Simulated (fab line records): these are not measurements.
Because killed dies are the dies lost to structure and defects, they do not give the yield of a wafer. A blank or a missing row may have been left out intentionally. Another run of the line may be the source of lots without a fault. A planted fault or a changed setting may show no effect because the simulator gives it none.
fab line records :: flow rit-cmos
[record]
  lots = 13
  wafers = 39
  last-day = 7
route steps=202 shown SILICIDE@162
lots that met no fault: taken from a fault-free run of the same line
start-h: hours from the record's opening day to when the first of the lot's shown wafers began :: wait-h: hours elapsed since this lot's preceding step :: " unchanged from the row above :: L1.1+2: one row covering several wafers at once :: - either no value or no given start :: * or withheld: withheld :: < > ~ a bound
route shown NAME@n: names a module that has steps shown in the file, with the first one's number in the route :: usual: mean/standard deviation of fault-free wafers :: same: alike in all rows :: chamber/n: place in a boat :: sites: readings site by site :: _std_site: standard deviation across them :: _edge_site: the outer-site mean with the inner-site mean subtracted :: radius-mm: how far each site lies from the wafer's centre :: mask NAME#n: copy n :: behind: the tool/chamber that last shaped the wafer :: hold: the reason the lot was held/the length of the hold in hours/how it ended :: device: names the non-switching transistor (n, p or np) :: end of line: tests of these same wafers at the route's end :: where a step has no rows: the recipe by itself :: killed: the dies lost at the first sort to structure and to defects; this is not the yield of the wafer :: map: per-die view of a wafer (x killed, . not killed, _ where there is no die)
set.NAME: the setting the step ran with; set.NAME@STEP: the setting that earlier step ran with :: model.NAME: the simulator's own value behind a step, which no gauge read
steps of the route over a sample of lots; a table a step, a row a wafer
services: a tool's chamber out of use, with start hour (start-h, from the record's first day; less than 0 if before it), hours out, and reason
[[steps]]
[step RIT_SILICIDE_SPUTTER_01]
[recipe]
  material = Ti
  target-thk-nm = 30
  power-w = 350
  chamber-pressure-pa = 0.667
  gas = Ar
  time-s = 240
  substrate-temp-c = 25
[usual]
  throttle-valve-pct = 30.2/1.1
lot.wafer: L423.3
tool: pvd-sputter-02
chamber: -
start-h: 49.15
wait-h: 0.0
throttle-valve-pct: 31.3

lot.wafer: L423.4
tool: pvd-sputter-02
chamber: -
start-h: 49.15
wait-h: 0.0
throttle-valve-pct: 29.3

lot.wafer: L423.6
tool: pvd-sputter-02
chamber: -
start-h: 49.15
wait-h: 0.0
throttle-valve-pct: 28.7

lot.wafer: L424.1
tool: pvd-sputter-02
chamber: -
start-h: 54.67
wait-h: 0.0
throttle-valve-pct: 29.2

lot.wafer: L424.3
tool: pvd-sputter-02
chamber: -
start-h: 54.67
wait-h: 0.0
throttle-valve-pct: 28.7

lot.wafer: L424.6
tool: pvd-sputter-02
chamber: -
start-h: 54.67
wait-h: 0.0
throttle-valve-pct: 29.2

lot.wafer: L425.1
tool: pvd-sputter-03
chamber: -
start-h: 61.41
wait-h: 0.0
throttle-valve-pct: 29.4

lot.wafer: L425.2
tool: pvd-sputter-03
chamber: -
start-h: 61.41
wait-h: 0.0
throttle-valve-pct: 30.1

lot.wafer: L425.6
tool: pvd-sputter-03
chamber: -
start-h: 61.41
wait-h: 0.0
throttle-valve-pct: 30.0

lot.wafer: L426.2
tool: pvd-sputter-02
chamber: -
start-h: 66.62
wait-h: 0.0
throttle-valve-pct: 29.5

lot.wafer: L426.3
tool: pvd-sputter-02
chamber: -
start-h: 66.62
wait-h: 0.0
throttle-valve-pct: 28.9

lot.wafer: L426.5
tool: pvd-sputter-02
chamber: -
start-h: 66.62
wait-h: 0.0
throttle-valve-pct: 28.7

lot.wafer: L427.1
tool: pvd-sputter-03
chamber: -
start-h: 73.67
wait-h: 0.0
throttle-valve-pct: 29.4

lot.wafer: L427.4
tool: pvd-sputter-03
chamber: -
start-h: 73.67
wait-h: 0.0
throttle-valve-pct: 31.5

lot.wafer: L427.6
tool: pvd-sputter-03
chamber: -
start-h: 73.67
wait-h: 0.0
throttle-valve-pct: 30.2

lot.wafer: L428.3
tool: pvd-sputter-01
chamber: -
start-h: 76.00
wait-h: 0.0
throttle-valve-pct: 32.4

lot.wafer: L428.4
tool: pvd-sputter-01
chamber: -
start-h: 76.00
wait-h: 0.0
throttle-valve-pct: 29.5

lot.wafer: L428.5
tool: pvd-sputter-01
chamber: -
start-h: 76.00
wait-h: 0.0
throttle-valve-pct: 31.3

lot.wafer: L429.2
tool: pvd-sputter-02
chamber: -
start-h: 78.97
wait-h: 0.0
throttle-valve-pct: 28.8

lot.wafer: L429.5
tool: pvd-sputter-02
chamber: -
start-h: 78.97
wait-h: 0.0
throttle-valve-pct: 29.4

lot.wafer: L429.6
tool: pvd-sputter-02
chamber: -
start-h: 78.97
wait-h: 0.0
throttle-valve-pct: 31.2

lot.wafer: L431.1
tool: pvd-sputter-03
chamber: -
start-h: 90.70
wait-h: 0.0
throttle-valve-pct: 31.6

lot.wafer: L431.2
tool: pvd-sputter-03
chamber: -
start-h: 90.70
wait-h: 0.0
throttle-valve-pct: 29.2

lot.wafer: L431.4
tool: pvd-sputter-03
chamber: -
start-h: 90.70
wait-h: 0.0
throttle-valve-pct: 31.5

lot.wafer: L432.2
tool: pvd-sputter-02
chamber: -
start-h: 96.78
wait-h: 0.0
throttle-valve-pct: 29.0

lot.wafer: L432.4
tool: pvd-sputter-02
chamber: -
start-h: 96.78
wait-h: 0.0
throttle-valve-pct: 29.3

lot.wafer: L432.6
tool: pvd-sputter-02
chamber: -
start-h: 96.78
wait-h: 0.0
throttle-valve-pct: 29.4

lot.wafer: L433.3
tool: pvd-sputter-03
chamber: -
start-h: 100.19
wait-h: 0.0
throttle-valve-pct: 29.7

lot.wafer: L433.4
tool: pvd-sputter-03
chamber: -
start-h: 100.19
wait-h: 0.0
throttle-valve-pct: 29.6

lot.wafer: L433.6
tool: pvd-sputter-03
chamber: -
start-h: 100.19
wait-h: 0.0
throttle-valve-pct: 29.6

lot.wafer: L434.4
tool: pvd-sputter-03
chamber: -
start-h: 106.73
wait-h: 0.0
throttle-valve-pct: 29.4

lot.wafer: L434.5
tool: pvd-sputter-03
chamber: -
start-h: 106.73
wait-h: 0.0
throttle-valve-pct: 29.9

lot.wafer: L434.6
tool: pvd-sputter-03
chamber: -
start-h: 106.73
wait-h: 0.0
throttle-valve-pct: 29.5

lot.wafer: L435.3
tool: pvd-sputter-01
chamber: -
start-h: 113.01
wait-h: 0.0
throttle-valve-pct: 29.2

lot.wafer: L435.4
tool: pvd-sputter-01
chamber: -
start-h: 113.01
wait-h: 0.0
throttle-valve-pct: 30.2

lot.wafer: L435.5
tool: pvd-sputter-01
chamber: -
start-h: 113.01
wait-h: 0.0
throttle-valve-pct: 29.2

lot.wafer: L442.1
tool: pvd-sputter-01
chamber: -
start-h: 151.81
wait-h: 0.0
throttle-valve-pct: 29.4

lot.wafer: L442.4
tool: pvd-sputter-01
chamber: -
start-h: 151.81
wait-h: 0.0
throttle-valve-pct: 31.1

lot.wafer: L442.6
tool: pvd-sputter-01
chamber: -
start-h: 151.81
wait-h: 0.0
throttle-valve-pct: 29.6
[step RIT_SILICIDE_RS_MEAS_02]
[recipe]
  thk-meas-gauge = four-point-probe
  reads = Ti_of_SILICIDE_SPUTTER_01
[usual]
  SILICIDE_TI_RS = 47.6/0.83
lot.wafer: L423.3
tool: film-metro-04
chamber: -
start-h: 49.34
wait-h: 0.1
SILICIDE_TI_RS[ohm/sq]: 45.7

lot.wafer: L423.4
tool: film-metro-04
chamber: -
start-h: 49.34
wait-h: 0.1
SILICIDE_TI_RS[ohm/sq]: 47.0

lot.wafer: L423.6
tool: film-metro-04
chamber: -
start-h: 49.34
wait-h: 0.1
SILICIDE_TI_RS[ohm/sq]: 47.1

lot.wafer: L424.1
tool: film-metro-01
chamber: -
start-h: 54.82
wait-h: 0.1
SILICIDE_TI_RS[ohm/sq]: 47.8

lot.wafer: L424.3
tool: film-metro-01
chamber: -
start-h: 54.82
wait-h: 0.1
SILICIDE_TI_RS[ohm/sq]: 47.6

lot.wafer: L424.6
tool: film-metro-01
chamber: -
start-h: 54.82
wait-h: 0.1
SILICIDE_TI_RS[ohm/sq]: 47.9

lot.wafer: L425.1
tool: film-metro-03
chamber: -
start-h: 61.56
wait-h: 0.1
SILICIDE_TI_RS[ohm/sq]: 47.5

lot.wafer: L425.2
tool: film-metro-03
chamber: -
start-h: 61.56
wait-h: 0.1
SILICIDE_TI_RS[ohm/sq]: 48.3

lot.wafer: L425.6
tool: film-metro-03
chamber: -
start-h: 61.56
wait-h: 0.1
SILICIDE_TI_RS[ohm/sq]: 48.6

lot.wafer: L426.2
tool: film-metro-03
chamber: -
start-h: 66.79
wait-h: 0.1
SILICIDE_TI_RS[ohm/sq]: 48.0

lot.wafer: L426.3
tool: film-metro-03
chamber: -
start-h: 66.79
wait-h: 0.1
SILICIDE_TI_RS[ohm/sq]: 47.7

lot.wafer: L426.5
tool: film-metro-03
chamber: -
start-h: 66.79
wait-h: 0.1
SILICIDE_TI_RS[ohm/sq]: 47.4

lot.wafer: L427.1
tool: film-metro-03
chamber: -
start-h: 73.82
wait-h: 0.1
SILICIDE_TI_RS[ohm/sq]: 46.5

lot.wafer: L427.4
tool: film-metro-03
chamber: -
start-h: 73.82
wait-h: 0.1
SILICIDE_TI_RS[ohm/sq]: 47.8

lot.wafer: L427.6
tool: film-metro-03
chamber: -
start-h: 73.82
wait-h: 0.1
SILICIDE_TI_RS[ohm/sq]: 46.5

lot.wafer: L428.3
tool: film-metro-03
chamber: -
start-h: 76.19
wait-h: 0.1
SILICIDE_TI_RS[ohm/sq]: 46.9

lot.wafer: L428.4
tool: film-metro-03
chamber: -
start-h: 76.19
wait-h: 0.1
SILICIDE_TI_RS[ohm/sq]: 46.7

lot.wafer: L428.5
tool: film-metro-03
chamber: -
start-h: 76.19
wait-h: 0.1
SILICIDE_TI_RS[ohm/sq]: 46.5

lot.wafer: L429.2
tool: film-metro-01
chamber: -
start-h: 79.14
wait-h: 0.1
SILICIDE_TI_RS[ohm/sq]: 47.8

lot.wafer: L429.5
tool: film-metro-01
chamber: -
start-h: 79.14
wait-h: 0.1
SILICIDE_TI_RS[ohm/sq]: 48.8

lot.wafer: L429.6
tool: film-metro-01
chamber: -
start-h: 79.14
wait-h: 0.1
SILICIDE_TI_RS[ohm/sq]: 46.0

lot.wafer: L431.1
tool: film-metro-01
chamber: -
start-h: 90.85
wait-h: 0.1
SILICIDE_TI_RS[ohm/sq]: 48.4

lot.wafer: L431.2
tool: film-metro-01
chamber: -
start-h: 90.85
wait-h: 0.1
SILICIDE_TI_RS[ohm/sq]: 48.2

lot.wafer: L431.4
tool: film-metro-01
chamber: -
start-h: 90.85
wait-h: 0.1
SILICIDE_TI_RS[ohm/sq]: 48.1

lot.wafer: L432.2
tool: film-metro-04
chamber: -
start-h: 96.95
wait-h: 0.1
SILICIDE_TI_RS[ohm/sq]: 48.5

lot.wafer: L432.4
tool: film-metro-04
chamber: -
start-h: 96.95
wait-h: 0.1
SILICIDE_TI_RS[ohm/sq]: 49.5

lot.wafer: L432.6
tool: film-metro-04
chamber: -
start-h: 96.95
wait-h: 0.1
SILICIDE_TI_RS[ohm/sq]: 49.9

lot.wafer: L433.3
tool: film-metro-04
chamber: -
start-h: 100.38
wait-h: 0.1
SILICIDE_TI_RS[ohm/sq]: 48.0

lot.wafer: L433.4
tool: film-metro-04
chamber: -
start-h: 100.38
wait-h: 0.1
SILICIDE_TI_RS[ohm/sq]: 47.6

lot.wafer: L433.6
tool: film-metro-04
chamber: -
start-h: 100.38
wait-h: 0.1
SILICIDE_TI_RS[ohm/sq]: 48.0

lot.wafer: L434.4
tool: film-metro-04
chamber: -
start-h: 106.94
wait-h: 0.1
SILICIDE_TI_RS[ohm/sq]: 47.3

lot.wafer: L434.5
tool: film-metro-04
chamber: -
start-h: 106.94
wait-h: 0.1
SILICIDE_TI_RS[ohm/sq]: 47.8

lot.wafer: L434.6
tool: film-metro-04
chamber: -
start-h: 106.94
wait-h: 0.1
SILICIDE_TI_RS[ohm/sq]: 47.5

lot.wafer: L435.3
tool: film-metro-03
chamber: -
start-h: 113.20
wait-h: 0.1
SILICIDE_TI_RS[ohm/sq]: 47.7

lot.wafer: L435.4
tool: film-metro-03
chamber: -
start-h: 113.20
wait-h: 0.1
SILICIDE_TI_RS[ohm/sq]: 48.1

lot.wafer: L435.5
tool: film-metro-03
chamber: -
start-h: 113.20
wait-h: 0.1
SILICIDE_TI_RS[ohm/sq]: 47.2

lot.wafer: L442.1
tool: film-metro-03
chamber: -
start-h: 151.96
wait-h: 0.1
SILICIDE_TI_RS[ohm/sq]: 47.8

lot.wafer: L442.4
tool: film-metro-03
chamber: -
start-h: 151.96
wait-h: 0.1
SILICIDE_TI_RS[ohm/sq]: 43.9

lot.wafer: L442.6
tool: film-metro-03
chamber: -
start-h: 151.96
wait-h: 0.1
SILICIDE_TI_RS[ohm/sq]: 48.0
[step RIT_SILICIDE_THK_MEAS_03]
[recipe]
  thk-meas-gauge = xrf
  reads = Ti_of_SILICIDE_SPUTTER_01
[usual]
  SILICIDE_TI_THK = 30.9/0.46
lot.wafer: L423.3
tool: film-metro-04
chamber: -
start-h: 49.44
wait-h: 0.1
SILICIDE_TI_THK[nm]: 32.1

lot.wafer: L423.4
tool: film-metro-04
chamber: -
start-h: 49.44
wait-h: 0.1
SILICIDE_TI_THK[nm]: 31.3

lot.wafer: L423.6
tool: film-metro-04
chamber: -
start-h: 49.44
wait-h: 0.1
SILICIDE_TI_THK[nm]: 31.1

lot.wafer: L424.1
tool: film-metro-01
chamber: -
start-h: 54.94
wait-h: 0.1
SILICIDE_TI_THK[nm]: 30.7

lot.wafer: L424.3
tool: film-metro-01
chamber: -
start-h: 54.94
wait-h: 0.1
SILICIDE_TI_THK[nm]: 30.8

lot.wafer: L424.6
tool: film-metro-01
chamber: -
start-h: 54.94
wait-h: 0.1
SILICIDE_TI_THK[nm]: 30.7

lot.wafer: L425.1
tool: film-metro-03
chamber: -
start-h: 61.68
wait-h: 0.1
SILICIDE_TI_THK[nm]: 31.0

lot.wafer: L425.2
tool: film-metro-03
chamber: -
start-h: 61.68
wait-h: 0.1
SILICIDE_TI_THK[nm]: 30.6

lot.wafer: L425.6
tool: film-metro-03
chamber: -
start-h: 61.68
wait-h: 0.1
SILICIDE_TI_THK[nm]: 30.6

lot.wafer: L426.2
tool: film-metro-03
chamber: -
start-h: 66.90
wait-h: 0.1
SILICIDE_TI_THK[nm]: 30.6

lot.wafer: L426.3
tool: film-metro-03
chamber: -
start-h: 66.90
wait-h: 0.1
SILICIDE_TI_THK[nm]: 30.9

lot.wafer: L426.5
tool: film-metro-03
chamber: -
start-h: 66.90
wait-h: 0.1
SILICIDE_TI_THK[nm]: 31.2

lot.wafer: L427.1
tool: film-metro-03
chamber: -
start-h: 73.94
wait-h: 0.1
SILICIDE_TI_THK[nm]: 31.5

lot.wafer: L427.4
tool: film-metro-03
chamber: -
start-h: 73.94
wait-h: 0.1
SILICIDE_TI_THK[nm]: 30.9

lot.wafer: L427.6
tool: film-metro-03
chamber: -
start-h: 73.94
wait-h: 0.1
SILICIDE_TI_THK[nm]: 31.6

lot.wafer: L428.3
tool: film-metro-03
chamber: -
start-h: 76.29
wait-h: 0.1
SILICIDE_TI_THK[nm]: 31.4

lot.wafer: L428.4
tool: film-metro-03
chamber: -
start-h: 76.29
wait-h: 0.1
SILICIDE_TI_THK[nm]: 31.3

lot.wafer: L428.5
tool: film-metro-03
chamber: -
start-h: 76.29
wait-h: 0.1
SILICIDE_TI_THK[nm]: 31.5

lot.wafer: L429.2
tool: film-metro-01
chamber: -
start-h: 79.25
wait-h: 0.1
SILICIDE_TI_THK[nm]: 30.6

lot.wafer: L429.5
tool: film-metro-01
chamber: -
start-h: 79.25
wait-h: 0.1
SILICIDE_TI_THK[nm]: 30.1

lot.wafer: L429.6
tool: film-metro-01
chamber: -
start-h: 79.25
wait-h: 0.1
SILICIDE_TI_THK[nm]: 31.6

lot.wafer: L431.1
tool: film-metro-01
chamber: -
start-h: 90.97
wait-h: 0.1
SILICIDE_TI_THK[nm]: 30.3

lot.wafer: L431.2
tool: film-metro-01
chamber: -
start-h: 90.97
wait-h: 0.1
SILICIDE_TI_THK[nm]: 30.4

lot.wafer: L431.4
tool: film-metro-01
chamber: -
start-h: 90.97
wait-h: 0.1
SILICIDE_TI_THK[nm]: 30.6

lot.wafer: L432.2
tool: film-metro-04
chamber: -
start-h: 97.06
wait-h: 0.1
SILICIDE_TI_THK[nm]: 30.5

lot.wafer: L432.4
tool: film-metro-04
chamber: -
start-h: 97.06
wait-h: 0.1
SILICIDE_TI_THK[nm]: 30.2

lot.wafer: L432.6
tool: film-metro-04
chamber: -
start-h: 97.06
wait-h: 0.1
SILICIDE_TI_THK[nm]: 29.7

lot.wafer: L433.3
tool: film-metro-04
chamber: -
start-h: 100.48
wait-h: 0.1
SILICIDE_TI_THK[nm]: 30.7

lot.wafer: L433.4
tool: film-metro-04
chamber: -
start-h: 100.48
wait-h: 0.1
SILICIDE_TI_THK[nm]: 30.9

lot.wafer: L433.6
tool: film-metro-04
chamber: -
start-h: 100.48
wait-h: 0.1
SILICIDE_TI_THK[nm]: 30.6

lot.wafer: L434.4
tool: film-metro-04
chamber: -
start-h: 107.03
wait-h: 0.1
SILICIDE_TI_THK[nm]: 31.0

lot.wafer: L434.5
tool: film-metro-04
chamber: -
start-h: 107.03
wait-h: 0.1
SILICIDE_TI_THK[nm]: 30.6

lot.wafer: L434.6
tool: film-metro-04
chamber: -
start-h: 107.03
wait-h: 0.1
SILICIDE_TI_THK[nm]: 30.9

lot.wafer: L435.3
tool: film-metro-03
chamber: -
start-h: 113.30
wait-h: 0.1
SILICIDE_TI_THK[nm]: 30.8

lot.wafer: L435.4
tool: film-metro-03
chamber: -
start-h: 113.30
wait-h: 0.1
SILICIDE_TI_THK[nm]: 30.6

lot.wafer: L435.5
tool: film-metro-03
chamber: -
start-h: 113.30
wait-h: 0.1
SILICIDE_TI_THK[nm]: 31.2

lot.wafer: L442.1
tool: film-metro-03
chamber: -
start-h: 152.08
wait-h: 0.1
SILICIDE_TI_THK[nm]: 31.0

lot.wafer: L442.4
tool: film-metro-03
chamber: -
start-h: 152.08
wait-h: 0.1
SILICIDE_TI_THK[nm]: 33.0

lot.wafer: L442.6
tool: film-metro-03
chamber: -
start-h: 152.08
wait-h: 0.1
SILICIDE_TI_THK[nm]: 30.7
[[services]]
tool: pvd-sputter-01
chamber: -
start-h: 30.46
hours: 3.4
kind: repair

tool: pvd-sputter-02
chamber: -
start-h: 63.67
hours: 0.7
kind: repair

tool: pvd-sputter-03
chamber: -
start-h: 81.87
hours: 1.9
kind: repair

tool: pvd-sputter-02
chamber: -
start-h: 102.85
hours: 32.0
kind: repair
[[key]]
[first-sign]
  step = RIT_SILICIDE_RS_MEAS_02
  reading = SILICIDE_TI_RS
  direction = down
  sigmas = 4.6
  usual = 47.6
  struck = 43.9
[effect]
  step = RIT_SILICIDE_THK_MEAS_03
  reading = SILICIDE_TI_THK
  direction = up
  sigmas = 4.7
  usual = 30.9
  struck = 33.0
met-at RIT_SILICIDE_SPUTTER_01
struck-lots L442
struck-wafers L442.4
tester-left-out L442
onset-between 76.00 151.81
[fault]
  kind = process-parameter-drift
  tool = pvd-sputter-01
  chamber = -
  onset-h = 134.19
  steps = RIT_SILICIDE_SPUTTER_01
  channel = target-thk-nm
  offset = 1.9752
  shape = step
  end-h = 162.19
  acts-in = these-recipes-only
  stated = 30
  scope = struck-wafers-only
// tester-left-out: of these lots the tester's yield and bins aren't shown, on N5 and GAA mostly nor the transistor test; their killed dies are dies lost to structure and defects alone, not to doping, threshold or leakage, so they don't give the yield
